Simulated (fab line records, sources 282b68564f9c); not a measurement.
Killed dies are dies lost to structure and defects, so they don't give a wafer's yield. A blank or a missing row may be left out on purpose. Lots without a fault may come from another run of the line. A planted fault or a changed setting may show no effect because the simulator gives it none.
Which tool did it? | flow rit_cmos | 13 lots, 39 wafers sampled, at 2 steps of a route of 202

WHAT THE GAUGES READ, wafer by wafer
The record holds no reading of a measuring or inspecting step that can be judged against a usual standard deviation.

WHICH TOOL RAN EACH LOT (tool, then ch and the chambers of the sampled wafers, then the start)
lot  | RIT_NSD_SOFTBAKE_02              | RIT_M1_PROBE_99
L456 | litho_track-04 ch 0, day 3 03:31 | prober-02, day 3 14:28
L457 | litho_track-03 ch 0, day 3 07:32 | prober-01, day 3 18:35
L458 | litho_track-02 ch 0, day 3 14:32 | prober-02, day 4 01:41
L459 | litho_track-03 ch 0, day 3 16:29 | prober-01, day 4 03:11
L460 | litho_track-03 ch 0, day 3 21:33 | prober-02, day 4 07:52
L461 | litho_track-04 ch 0, day 4 02:11 | prober-01, day 4 12:55
L469 | litho_track-02 ch 0, day 5 16:19 | prober-01, day 6 02:52
L470 | litho_track-02 ch 0, day 6 05:07 | prober-02, day 6 15:52
L471 | litho_track-04 ch 0, day 6 12:01 | prober-01, day 6 22:44
L472 | litho_track-03 ch 0, day 6 17:27 | prober-02, day 7 04:13
L474 | litho_track-04 ch 0, day 6 21:52 | prober-02, day 7 08:46
L475 | litho_track-03 ch 0, day 7 11:36 | prober-01, day 7 22:11
L477 | litho_track-03 ch 0, day 7 15:41 | prober-01, day 8 02:41
- RIT_NSD_SOFTBAKE_02: time 60 s.
- RIT_M1_PROBE_99

WHAT THE TOOLS THEMSELVES READ (means of the sampled wafers that have a number; where no wafer has one, the mark that the record gives instead)
RIT_NSD_SOFTBAKE_02.
lot  | tool           | run_length_s (s)
L456 | litho_track-04 | 89.32
L457 | litho_track-03 | 89.21
L458 | litho_track-02 | 89.13
L459 | litho_track-03 | 89.11
L460 | litho_track-03 | 89.28
L461 | litho_track-04 | 89.32
L469 | litho_track-02 | 103.97
L470 | litho_track-02 | 104.00
L471 | litho_track-04 | 89.42
L472 | litho_track-03 | 89.14
L474 | litho_track-04 | 89.51
L475 | litho_track-03 | 89.13
L477 | litho_track-03 | 89.15

RIT_M1_PROBE_99.
lot  | tool      | killed_at_M0_to_M3 | killed_at_contacts | killed_at_front_end | killed_dies | killed_open | killed_short
L456 | prober-02 | 0.0                | 0.0                | 7.0                 | 7.0         | 4.3         | 2.7
L457 | prober-01 | 0.3                | 0.0                | 6.0                 | 6.3         | 1.7         | 4.3
L458 | prober-02 | 0.0                | 0.0                | 5.7                 | 5.7         | 2.0         | 3.7
L459 | prober-01 | 0.0                | 0.0                | 7.0                 | 7.0         | 3.7         | 3.3
L460 | prober-02 | 0.0                | 0.0                | 7.3                 | 7.3         | 5.3         | 2.0
L461 | prober-01 | 0.0                | 0.0                | 9.0                 | 9.0         | 4.3         | 4.7
L469 | prober-01 | 0.0                | 0.0                | 7.7                 | 7.7         | 4.0         | 3.7
L470 | prober-02 | 0.0                | 0.0                | 8.0                 | 8.0         | 4.0         | 3.7
L471 | prober-01 | 0.0                | 0.0                | 5.3                 | 5.3         | 2.7         | 2.7
L472 | prober-02 | 0.0                | 0.0                | 9.7                 | 9.7         | 5.3         | 4.3
L474 | prober-02 | 0.0                | 0.0                | 7.7                 | 7.7         | 4.0         | 3.7
L475 | prober-01 | 0.0                | 0.3                | 6.0                 | 6.3         | 2.7         | 3.7
L477 | prober-01 | 0.0                | 0.0                | 8.3                 | 8.3         | 3.7         | 4.0

THE ANSWER, worked out from the rows above alone
Rule: what is usual is taken from the lots themselves. Put in order of their means at a reading, lots are off if they are a third of the lots or fewer, leave a main group of 4 or more, and stand apart from it by a gap of 3 or more times the standard deviation of the main group's means; of several such gaps the widest counts. A main group whose means are all the same, to the digits that the tables above print for the reading, isn't used. A lot without any number at a reading at which 4 lots or more have one is off too. The other lots that the step has rows for count as sound. The gauges are gone through in route order, then the tools' own readings, and for those a lot's mean is taken as printed above. The first step at which some lot is off is used, and at that step the reading that is off furthest; a lot without a number counts as furthest.
Off: L469, L470, at RIT_NSD_SOFTBAKE_02 (run_length_s). The main group: mean 89.25 s, standard deviation 0.13.
A tool fits if, at that step or a process step before it, it ran every lot that is off, and no sound lot after the first of them. One fits: litho_track-02 at RIT_NSD_SOFTBAKE_02. Its last sound lot is L458 (day 3 14:32), its first lot that is off L469 (day 5 16:19): a fault that began between those two fits.
The tool's own readings at RIT_NSD_SOFTBAKE_02 bear it out: on the lots that are off they differ by more than 5 times the standard deviation of the sound lots' means. run_length_s reads 103.98 s there against 89.25 s on the sound lots.

WHAT THE SIMULATOR HAD PUT IN
Process parameter drift: litho_track-02, from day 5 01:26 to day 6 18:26, at RIT_NSD_SOFTBAKE_02. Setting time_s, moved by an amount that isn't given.
Lots struck among those shown: L469, L470. The rule above found the same.
